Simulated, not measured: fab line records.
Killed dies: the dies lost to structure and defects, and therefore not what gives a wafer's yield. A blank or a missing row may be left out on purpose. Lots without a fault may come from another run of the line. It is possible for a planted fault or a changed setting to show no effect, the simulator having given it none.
2 desks, one fault | flow berkeley-cmos170 | every desk sees just its own numbers, and what lay behind them comes last

## THE TOOL OWNER'S DESK: implanter-03
UCB170_PLDD_IMPLANT_09, tool's own readings: per-lot mean of the sampled wafers with a number, covering each lot this tool ran. If a lot's mean is further than 4 standard deviations from the usual mean, the lot is out of limits and carries the mark OUT (the distance appears in the brackets).
Columns: A = beam-on-s at UCB170_PLDD_IMPLANT_09, usual 10.01 s; B = dose-ions-cm2 at UCB170_PLDD_IMPLANT_09, usual 4.999e+13; C = faraday-current-uA at UCB170_PLDD_IMPLANT_09, usual 159
lot  | first seen here | A               | B                           | C
L743 | day 6 06:26     | 10.15           | 5.000e+13                   | 157
L748 | day 7 18:35     | 10.19           | 4.996e+13                   | 156
L751 | day 7 18:56     | 9.92            | 5.000e+13                   | 160
L753 | day 8 00:41     | 10.20           | 4.995e+13                   | 155
L754 | day 8 11:05     | 10.08           | 4.997e+13                   | 157
L755 | day 8 11:26     | 10.02           | 4.997e+13                   | 158
L761 | day 10 09:04    | 14.05 (+19) OUT | 8.706e+13 (+99 or more) OUT | 197 (+12) OUT
L763 | day 10 09:31    | 13.96 (+19) OUT | 8.707e+13 (+99 or more) OUT | 198 (+12) OUT
This desk's verdict: out of limits on L761, L763, starting with L761 at day 10 09:04 (beam-on-s at UCB170_PLDD_IMPLANT_09). In limits: L743, L748, L751, L753, L754, L755.

## AT THE METROLOGY DESK
What the gauges read, lot by lot, whatever tool the lot ran on: means of the sampled wafers that have a number. If a lot's mean is further than 4 standard deviations from the usual mean, the lot is out of limits and carries the mark OUT (the distance appears in the brackets).
Columns: A = NVT_OVL at UCB170_NVT_OVL_MEAS_06, usual 2 nm; B = PVT_TW at UCB170_PVT_TW_MEAS_09, usual 508; C = cd-nm at UCB170_GATE_CD_MEAS_12, usual 350.4 nm; D = PLDD_TW at UCB170_PLDD_TW_MEAS_11, usual 1013; E = PLDD_RS at UCB170_SDANNEAL_RS_MEAS_04, usual 1031 ohm/sq
lot  | first seen here | A  | B   | C     | D              | E
L744 | day 5 13:31     | 5  | 513 | 351.9 | 1019           | 1031
L743 | day 5 14:30     | 8  | 503 | 349.5 | 1010           | 1030
L747 | day 5 22:01     | 8  | 512 | 350.8 | 1010           | 1030
L748 | day 7 01:24     | -8 | 511 | 349.9 | 1005           | 1032
L751 | day 7 01:26     | -1 | 500 | 350.5 | 1005           | 1035
L750 | day 7 01:33     | 1  | 511 | 349.0 | 1017           | 1037
L752 | day 7 05:21     | -3 | 501 | 350.6 | 1018           | 1033
L753 | day 7 09:59     | -1 | 511 | 351.7 | 1009           | 1030
L755 | day 7 15:38     | 0  | 511 | 350.7 | 1012           | 1033
L754 | day 7 15:54     | 4  | 511 | 351.1 | 1014           | 1029
L761 | day 9 13:55     | -0 | 511 | 351.2 | 1109 (+13) OUT | 807 (-72) OUT
L763 | day 9 13:59     | 2  | 502 | 350.7 | 1112 (+14) OUT | 809 (-72) OUT
L764 | day 9 17:32     | 3  | 501 | 351.6 | 1016           | 1034
L765 | day 10 03:52    | 3  | 511 | 350.4 | 1019           | 1034
This desk reports L761, L763 out of limits; the earliest was L761 at day 10 09:19 (PLDD_TW at UCB170_PLDD_TW_MEAS_11). In limits: L744, L743, L747, L748, L751, L750, L752, L753, L755, L754, L764, L765.

## ALL TOGETHER
On L761, L763, at day 10 09:04, an alarm was possible from the tool owner's desk.
An alarm was possible from the metrology desk at day 10 09:19, on L761, L763.
All the named lots went through UCB170_PLDD_IMPLANT_09 on implanter-03.

## WHAT WAS PUT IN BY THE SIMULATOR
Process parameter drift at UCB170_PLDD_IMPLANT_09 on implanter-03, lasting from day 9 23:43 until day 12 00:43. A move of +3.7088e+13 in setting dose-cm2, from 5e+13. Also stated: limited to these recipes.
Struck lots among those shown: L761, L763.
Delay (hours) between the fault's onset and each desk's first out-of-limits reading: 9 at the tool owner's desk, 10 at the metrology desk.
